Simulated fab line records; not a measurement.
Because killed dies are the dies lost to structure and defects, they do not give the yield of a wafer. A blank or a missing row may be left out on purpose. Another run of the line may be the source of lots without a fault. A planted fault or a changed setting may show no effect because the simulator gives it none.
Problem report in the 8D (eight disciplines) form, filled by code -- flow ritCmos -- the parts of the form that need people (team, actions taken, sign-off) are left out

== 1. THE ISSUE ==
Wafers free of any fault read 0.0734 ohm/sq (standard deviation 0.00091) for M1_AL_RS at RIT_M1_RS_MEAS_01, against a mean of 0.1163 ohm/sq on 2 wafers of 2 lots. That is +47 standard deviations from the usual mean.
The step: measures by four-point-probe.
First seen on wafer L635.2, day 6 08:34, on filmMetro-02. The record holds 18 wafers of 6 lots with a number at this step. The rule behind "out" and "out of limits": a value lying over 4 standard deviations away from the usual mean. All remaining wafers that have a number are taken as sound.

== 2. WHAT THIS IS AND IS NOT ==
question,is,is not
which readings at this step,M1_AL_RS,-
which lots,"L635, L637","L622, L631, L639, L642"
which wafers of those lots,"L635.2, L637.3","L635.3, L635.6, L637.4, L637.5"
read on which gauges,"filmMetro-02, filmMetro-04",filmMetro-03
when,from day 6 08:34,"up to then (8 sound wafers); but 8 sound wafers of L637, L639, L642 came after"

== 3. SUSPECTS, AND WHAT RULES EACH OUT ==
Counting: a tool at a process step up to the reading stays a suspect if it ran every lot that is out. Sound lots after the first of them don't rule it out here, since some wafers of a struck lot are sound.
- the gauge at RIT_M1_RS_MEAS_01 has been ruled out. 2 gauges (filmMetro-02, filmMetro-04) read the wafers that are out.
- plasmaAsher-04 at RIT_CONTACT_STRIP_12 (strips in O2, time 180 s): kept. Every lot that is out went through it, the first being L635 (day 6 07:35); the last sound lot it ran before that was L631 (day 5 11:14).
- pvdSputter-04 at RIT_M1_SPUTTER_00 (material Al, target thk 400 nm, time 500 s): kept. Every lot that is out went through it, the first being L635 (day 6 08:16); the last sound lot it ran before that was L631 (day 5 11:53). Its own cathodeDcPowerW readings are out on those wafers.
Remaining after the count are plasmaAsher-04 at RIT_CONTACT_STRIP_12 and pvdSputter-04 at RIT_M1_SPUTTER_00.

== 4. THE CAUSE (what the simulator had put in) ==
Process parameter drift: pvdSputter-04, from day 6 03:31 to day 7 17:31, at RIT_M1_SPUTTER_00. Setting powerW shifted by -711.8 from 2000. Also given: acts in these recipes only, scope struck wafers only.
After counting, 2 suspects remain, this tool included.

== 5. THE EFFECT CHAIN, in route order ==
One row per reading whose mean, taken over the struck wafers that have a number, lies over 3 standard deviations from the usual. Scope: only readings with a usual standard deviation given in the record; hours: median across lots of the time from each lot's start at the first step in this table that gives one to its start at this step; sigmas: change in usual standard deviations.
hours,step,reading,usual,on struck wafers,change,sigmas
0,RIT_M1_SPUTTER_00,cathodeDcPowerW,2000.0 W,1288.2,-711.8,-99 or more
0,RIT_M1_RS_MEAS_01,M1_AL_RS,0.0734 ohm/sq,0.1163,+0.0429,+47
0,RIT_M1_THK_MEAS_02,M1_AL_THK,404 nm,260,-144,-26
2,RIT_M1_METAL_ETCH_12,oesProductAu,0.772 a.u.,0.619,-0.153,-13
It contains these process steps:
- RIT_M1_SPUTTER_00: material Al, target thk 400 nm, time 500 s.
- RIT_M1_METAL_ETCH_12: etches Al in Cl2/BCl3, stops on SiO2, time 165 s, target depth 600 nm.
Later steps that measure or inspect, where all struck wafers having a row at the step show a number for every such reading and not one has moved that far: RIT_M1_CD_MEAS_09, RIT_M1_OVL_MEAS_10.

== 6. HOW IT WOULD HAVE BEEN CAUGHT EARLIER ==
5 hours passed between the start of the fault at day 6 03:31 and the first reading out of limits at a measuring or inspecting step in this record, taken at day 6 08:34.
Tool's own readings at RIT_M1_SPUTTER_00, cathodeDcPowerW: out on all struck wafers the step has rows for; an alarm limit on them would have tripped on the first.
Of the lots that are out (2), L637 began RIT_M1_SPUTTER_00 on pvdSputter-04 after day 6 08:34. A tool hold placed at that time would have kept it from harm.
